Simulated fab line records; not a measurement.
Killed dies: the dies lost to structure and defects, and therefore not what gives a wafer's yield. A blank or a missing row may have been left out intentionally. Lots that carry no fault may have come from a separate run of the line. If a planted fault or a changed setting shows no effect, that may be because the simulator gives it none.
Struck lot and sound lot, side by side || flow rit_cmos || 45 out of 202 route steps
Sound: these wafers, L565.2, L565.4, L565.6. Struck: wafers L585.1, L585.2, L585.5. The cause is given at the end.
Each step with rows lists, per side, the tool, then ch with its chambers, then its first start. Under that, the readings that differ: sound wafers || struck wafers || difference of the means || sigmas: that difference in standard deviations of wafers without a fault.
alike: readings with means less than 2 such deviations apart, plus words and numbers identical on both sides. not compared: withheld readings, readings lacking a value on some wafer, bounds such as >300 that could conceal the same value, and numbers that have no deviation in the record and whose values overlap.
A row with sigmas, a row that says differs or no value, or rows on one side alone: a step with any of these is where the two part. When numbers do not overlap yet have no deviation, they are printed without sigmas and do not part them. A reading missing from all wafers of one side parts the sides only when that side holds two or more wafers.

first, 4 steps without rows for these wafers: RIT_PLDD_SOFTBAKE_02 (time 60 s); RIT_PLDD_EXPOSE_03 (exposes mask M8, target cd 40900 nm); RIT_PLDD_PEB_04; RIT_PLDD_DEVELOP_05 (develop time 50 s).
RIT_PLDD_OVL_MEAS_06:
  sound on overlay-02 at day 3 05:34; struck on overlay-01 at day 7 09:28
  alike: PLDD_OVL
then, 2 steps without rows for these wafers: RIT_PLDD_HARDBAKE_07 (time 60 s); RIT_PLDD_IMPLANT_08.
RIT_PLDD_STRIP_09: strips in O2, time 180 s.
  sound on plasma_asher-01 ch 0, day 3 05:53; struck on plasma_asher-01 ch 0,1, day 7 09:48
  alike: drypump_motor_current_A, o2_flow_sccm, rf_refl_power_W
  not compared: rf_hours_counter_h
RIT_PLDD_TW_MEAS_10:
  sound on film_metro-02 at day 3 06:05; struck on film_metro-04 at day 7 09:58
  alike: PLDD_TW
then, 3 steps without rows for these wafers: RIT_SPACER_CLEAN_00 (cleans in SC1, time 600 s); RIT_SPACER_CLEAN_01 (cleans in dHF, time 30 s); RIT_SPACER_CLEAN_02 (cleans in SC2, time 600 s).
RIT_SPACER_CVD_03: deposits Si3N4 from SiH2Cl2/NH3, target thk 250 nm, time 3300 s.
  sound on lpcvd-02 ch 0, day 3 06:47; struck on lpcvd-02 ch 1, day 7 10:24
{"reading": "model.Si3N4_of_SPACER_CVD_03.thk_nm (nm)", "sound": "252.2 252 251.5", "struck": "143.6 143.9 144.9", "difference": -107.8, "sigmas": ""}
  alike: spike_tc_source_C, zone_power_source_pct
RIT_SPACER_THK_MEAS_04:
  sound on film_metro-01 at day 3 08:43; struck on film_metro-01 at day 7 12:19
{"reading": "SPACER_NITRIDE_THK (nm)", "sound": "252.1 252.1 251.4", "struck": "143.6 143.9 144.8", "difference": -107.8, "sigmas": -49}
RIT_SPACER_ETCHBACK_05: etches Si3N4 in SF6/CHF3, stops on SiO2, target depth 250 nm, time 240 s.
  sound on rie_diel-02 ch 0,2, day 3 08:46; struck on rie_diel-04 ch 0,3, day 7 12:23
{"reading": "oes_product_au (a.u.)", "sound": "0.853 0.853 0.845", "struck": "0.572 0.591 0.584", "difference": -0.268, "sigmas": -21}
{"reading": "model.etch.depth_nm (nm)", "sound": "252.2 252 251.5", "struck": "143.6 143.9 144.9", "difference": -107.8, "sigmas": ""}
  alike: CHF3_flow_sccm, drypump_motor_current_A, throttle_valve_pct
  not compared: rf_hours_counter_h
then, 6 steps without rows for these wafers: RIT_NSD_HMDS_00 (prime time 60 s); RIT_NSD_COAT_01 (resist thk 1000 nm); RIT_NSD_SOFTBAKE_02 (time 60 s); RIT_NSD_EXPOSE_03 (exposes mask M9, target cd 40700 nm); RIT_NSD_PEB_04; RIT_NSD_DEVELOP_05 (develop time 50 s).
RIT_NSD_OVL_MEAS_06:
  sound on overlay-01 at day 3 09:58; struck on overlay-01 at day 7 13:23
  alike: NSD_OVL
then, 2 steps without rows for these wafers: RIT_NSD_HARDBAKE_07 (time 60 s); RIT_NSD_IMPLANT_08.
RIT_NSD_STRIP_09: strips in O2, time 180 s.
  sound on plasma_asher-01 ch 0,1, day 3 10:18; struck on plasma_asher-04 ch 0,1, day 7 13:43
  alike: drypump_motor_current_A, o2_flow_sccm, rf_refl_power_W
  not compared: rf_hours_counter_h
RIT_NSD_TW_MEAS_10:
  sound on film_metro-03 at day 3 10:29; struck on film_metro-03 at day 7 13:53
  alike: NSD_TW
then, 6 steps without rows for these wafers: RIT_PSD_HMDS_00 (prime time 60 s); RIT_PSD_COAT_01 (resist thk 1000 nm); RIT_PSD_SOFTBAKE_02 (time 60 s); RIT_PSD_EXPOSE_03 (exposes mask M10, target cd 40900 nm); RIT_PSD_PEB_04; RIT_PSD_DEVELOP_05 (develop time 50 s).
RIT_PSD_OVL_MEAS_06:
  sound on overlay-01 at day 3 11:31; struck on overlay-02 at day 7 14:55
  alike: PSD_OVL
then, 2 steps without rows for these wafers: RIT_PSD_HARDBAKE_07 (time 60 s); RIT_PSD_IMPLANT_08.
RIT_PSD_STRIP_09: strips in O2, time 180 s.
  sound on plasma_asher-04 ch 0,1, day 3 11:50; struck on plasma_asher-02 ch 0,1, day 7 15:16
  alike: drypump_motor_current_A, o2_flow_sccm, rf_refl_power_W
  not compared: rf_hours_counter_h
RIT_PSD_TW_MEAS_10:
  sound on film_metro-03 at day 3 12:02; struck on film_metro-02 at day 7 15:26
  alike: PSD_TW
then, 3 steps without rows for these wafers: RIT_SDANNEAL_CLEAN_00 (cleans in SC1, time 600 s); RIT_SDANNEAL_CLEAN_01 (cleans in dHF, time 30 s); RIT_SDANNEAL_CLEAN_02 (cleans in SC2, time 600 s).
RIT_SDANNEAL_RTA_03: time 5 s.
  sound on rtp_anneal-01 ch 0, day 3 12:28; struck on rtp_anneal-02 ch 0, day 7 15:52
  alike: ramp_down_c_per_s, wafer_temp_C_max
RIT_SDANNEAL_RS_MEAS_04: measures by four-point-probe.
  sound on film_metro-02 at day 3 12:31; struck on film_metro-02 at day 7 15:55
  alike: PSD_RS
RIT_SILICIDE_WET_ETCH_00: etches SiO2 in BOE, target depth 14 nm, time 15 s.
  sound on wet_bench-02 ch 2, day 3 12:59; struck on wet_bench-01 ch 2, day 7 16:24
{"reading": "model.Si3N4_of_SPACER_CVD_03.thk_nm (nm)", "sound": "198.4 197.2 197.8", "struck": "112.1 111 111.5", "difference": -86.3, "sigmas": ""}
  alike: temp_c
RIT_CONTACT_ETCH_11: etches SiO2 in CHF3/CF4/Ar, stops on TiSi2, target depth 480 nm, time 320 s.
  sound on rie_diel-01 ch 1,2,3, day 3 15:01; struck on rie_diel-01 ch 0,2, day 7 18:18
{"reading": "model.CONTACT.cd_nm (nm)", "sound": "998.5 995.6 999.8", "struck": "994.7 993.4 994.8", "difference": -3.7, "sigmas": ""}
  alike: CHF3_flow_sccm, O2_flow_sccm, drypump_motor_current_A, oes_product_au, throttle_valve_pct
  not compared: rf_hours_counter_h
RIT_M1_PROBE_99:
  sound on prober-01 at day 3 20:13; struck on prober-01 at day 7 23:10
  alike: killed_at_contacts, killed_at_front_end, killed_dies, killed_open, killed_short
  not compared: model.etest.pplus_sal.width_nm, model.etest.nplus_sal.width_nm, model.etest.nldd.width_nm, model.etest.pldd.width_nm, model.etest.pwell_pinched.rs_ohm_sq, model.etest.nwell_pinched.rs_ohm_sq, model.etest.well_edge_right.line_ohm_um, model.etest.well_edge_left.line_ohm_um

## WHERE THEY PART
At RIT_SPACER_THK_MEAS_04 first; at RIT_SPACER_ETCHBACK_05 last (within this record only). Later steps at which nothing parts them and some readings are alike: RIT_NSD_OVL_MEAS_06, RIT_NSD_STRIP_09, RIT_NSD_TW_MEAS_10, RIT_PSD_OVL_MEAS_06, RIT_PSD_STRIP_09, RIT_PSD_TW_MEAS_10, RIT_SDANNEAL_RTA_03, RIT_SDANNEAL_RS_MEAS_04, RIT_SILICIDE_WET_ETCH_00, RIT_CONTACT_ETCH_11, RIT_M1_PROBE_99.

WHY: whatever the simulator had introduced
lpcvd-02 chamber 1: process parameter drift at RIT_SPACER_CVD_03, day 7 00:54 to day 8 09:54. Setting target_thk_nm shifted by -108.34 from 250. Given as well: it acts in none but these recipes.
